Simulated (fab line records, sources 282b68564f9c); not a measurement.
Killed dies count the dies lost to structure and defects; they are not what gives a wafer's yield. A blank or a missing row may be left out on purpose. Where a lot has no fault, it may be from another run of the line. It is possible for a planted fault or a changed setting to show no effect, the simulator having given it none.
A struck lot beside a sound one + flow rit-cmos + 43 steps out of a route of 202
Sound: these wafers, L557.3, L557.4, L557.5. Struck: wafers L564.1, L564.2, L564.4. At the end, the cause is stated.
At each step with rows: each side's tool, then ch and its chambers, then its first start. Under that, the readings that differ: sound wafers + struck wafers + difference of the means + sigmas: that difference in standard deviations of wafers without a fault.
alike: readings whose means differ by less than 2 such deviations, and words and numbers that are the same on both sides. not compared: withheld readings, readings that some wafer has no value for, bounds like >300 that may hide the same value, and numbers for which the record gives no deviation and whose values overlap.
Wherever a step has rows on one side only, a row that says differs or no value, or a row with sigmas, the two part there. Numbers that don't overlap but have no deviation are shown without sigmas and don't part them. Lack of a reading on every wafer of one side parts them only where that side has two or more wafers.

first, 2 steps without rows for these wafers: RIT_FOX2_CLEAN_02 (cleans in dHF, time 180 s); RIT_FOX2_WET_ETCH_03 (etches Si3N4 in H3PO4, target depth 195 nm, time 2700 s).
RIT_FOX2_THK_MEAS_90:
  sound on film-metro-01, day 2 18:46; struck on film-metro-01, day 4 05:46
  alike: FIELD_OXIDE_LEFT_1_THK
then, 6 steps without rows for these wafers: RIT_NWELL_HMDS_00 (prime time 60 s); RIT_NWELL_COAT_01 (resist thk 1300 nm); RIT_NWELL_SOFTBAKE_02 (time 60 s); RIT_NWELL_EXPOSE_03 (exposes mask M2, target cd 43900 nm); RIT_NWELL_PEB_04; RIT_NWELL_DEVELOP_05 (develop time 68 s).
RIT_NWELL_OVL_MEAS_06:
  sound on overlay-01, day 2 19:53; struck on overlay-01, day 4 06:42
  alike: NWELL_OVL
then, 2 steps without rows for these wafers: RIT_NWELL_HARDBAKE_07 (time 120 s); RIT_NWELL_IMPLANT_08.
RIT_NWELL_STRIP_09: strips in O2, time 180 s.
  sound on plasma-asher-02 ch 0,1, day 2 20:22; struck on plasma-asher-03 ch 0,1, day 4 07:08
  no value came back on the struck wafers for chamber-pressure-mTorr (mTorr), drypump-motor-current-A (A); on the sound wafers chamber-pressure-mTorr (mTorr) reads 4004 4000 3999
| reading                                    | sound | struck         | difference | sigmas |
|--------------------------------------------|-------|----------------|------------|--------|
| model.NOVOLAK_of_NWELL_COAT_01.thk-nm (nm) | 0 0 0 | 1143 1147 1144 | +1145      |        |
  not compared: rf-hours-counter-h
RIT_NWELL_TW_MEAS_10:
  sound on film-metro-01, day 2 20:30; struck on film-metro-01, day 4 07:19
  alike: NWELL_TW
then, 6 steps without rows for these wafers: RIT_PWELL_HMDS_00 (prime time 60 s); RIT_PWELL_COAT_01 (resist thk 1300 nm); RIT_PWELL_SOFTBAKE_02 (time 60 s); RIT_PWELL_EXPOSE_03 (exposes mask M3, target cd 43700 nm); RIT_PWELL_PEB_04; RIT_PWELL_DEVELOP_05 (develop time 68 s).
RIT_PWELL_OVL_MEAS_06:
  sound on overlay-01, day 2 21:26; struck on overlay-02, day 4 08:22
  alike: PWELL_OVL
then, 2 steps without rows for these wafers: RIT_PWELL_HARDBAKE_07 (time 120 s); RIT_PWELL_IMPLANT_08.
RIT_PWELL_STRIP_09: strips in O2, time 180 s.
  sound on plasma-asher-01 ch 0,1, day 2 21:55; struck on plasma-asher-03 ch 0,1, day 4 08:49
  alike: chamber-pressure-mTorr, drypump-motor-current-A
  not compared: rf-hours-counter-h
RIT_PWELL_TW_MEAS_10:
  sound on film-metro-01, day 2 22:03; struck on film-metro-04, day 4 08:59
| reading  | sound       | struck   | difference | sigmas      |
|----------|-------------|----------|------------|-------------|
| PWELL_TW | 957 961 963 | 30 30 30 | -930       | -99 or more |
then, 1 step without rows for these wafers: RIT_WELLDRIVE_ANNEAL_00 (time 14700 s).
RIT_WELLDRIVE_RS_MEAS_01: uses a four-point probe to measure.
  sound on film-metro-01, day 3 06:46; struck on film-metro-01, day 4 15:09
  alike: NWELL_RS
RIT_WELLDRIVE_RS_MEAS_02: uses a four-point probe to measure.
  sound on film-metro-01, day 3 06:53; struck on film-metro-01, day 4 15:16
  alike: PWELL_RS
then, 6 steps without rows for these wafers: RIT_NRETRO_HMDS_00 (prime time 60 s); RIT_NRETRO_COAT_01 (resist thk 1300 nm); RIT_NRETRO_SOFTBAKE_02 (time 60 s); RIT_NRETRO_EXPOSE_03 (exposes mask M4, target cd 43900 nm); RIT_NRETRO_PEB_04; RIT_NRETRO_DEVELOP_05 (develop time 68 s).
RIT_NRETRO_OVL_MEAS_06:
  sound on overlay-02, day 3 07:51; struck on overlay-01, day 4 16:16
  alike: NRETRO_OVL
then, 2 steps without rows for these wafers: RIT_NRETRO_HARDBAKE_07 (time 120 s); RIT_NRETRO_IMPLANT_08.
RIT_NRETRO_STRIP_09: strips in O2, time 180 s.
  sound on plasma-asher-03 ch 0,1, day 3 08:20; struck on plasma-asher-01 ch 0,1, day 4 16:43
  alike: chamber-pressure-mTorr, drypump-motor-current-A
  not compared: rf-hours-counter-h
RIT_NRETRO_TW_MEAS_10:
  sound on film-metro-04, day 3 08:28; struck on film-metro-02, day 4 16:53
| reading   | sound          | struck   | difference | sigmas      |
|-----------|----------------|----------|------------|-------------|
| NRETRO_TW | 1061 1058 1062 | 30 30 30 | -1030      | -99 or more |
then, 3 steps without rows for these wafers: RIT_PRETRO_HMDS_00 (prime time 60 s); RIT_PRETRO_COAT_01 (resist thk 1300 nm); RIT_PRETRO_SOFTBAKE_02 (time 60 s).
RIT_PRETRO_TW_MEAS_10:
  sound on film-metro-02, day 3 10:01; struck on film-metro-02, day 4 18:34
| reading   | sound       | struck   | difference | sigmas      |
|-----------|-------------|----------|------------|-------------|
| PRETRO_TW | 469 471 470 | 30 30 30 | -440       | -99 or more |

## WHERE THEY PART
At RIT_NWELL_STRIP_09 first; at RIT_PRETRO_TW_MEAS_10 last (within this record only).

WHY: the cause the simulator had injected
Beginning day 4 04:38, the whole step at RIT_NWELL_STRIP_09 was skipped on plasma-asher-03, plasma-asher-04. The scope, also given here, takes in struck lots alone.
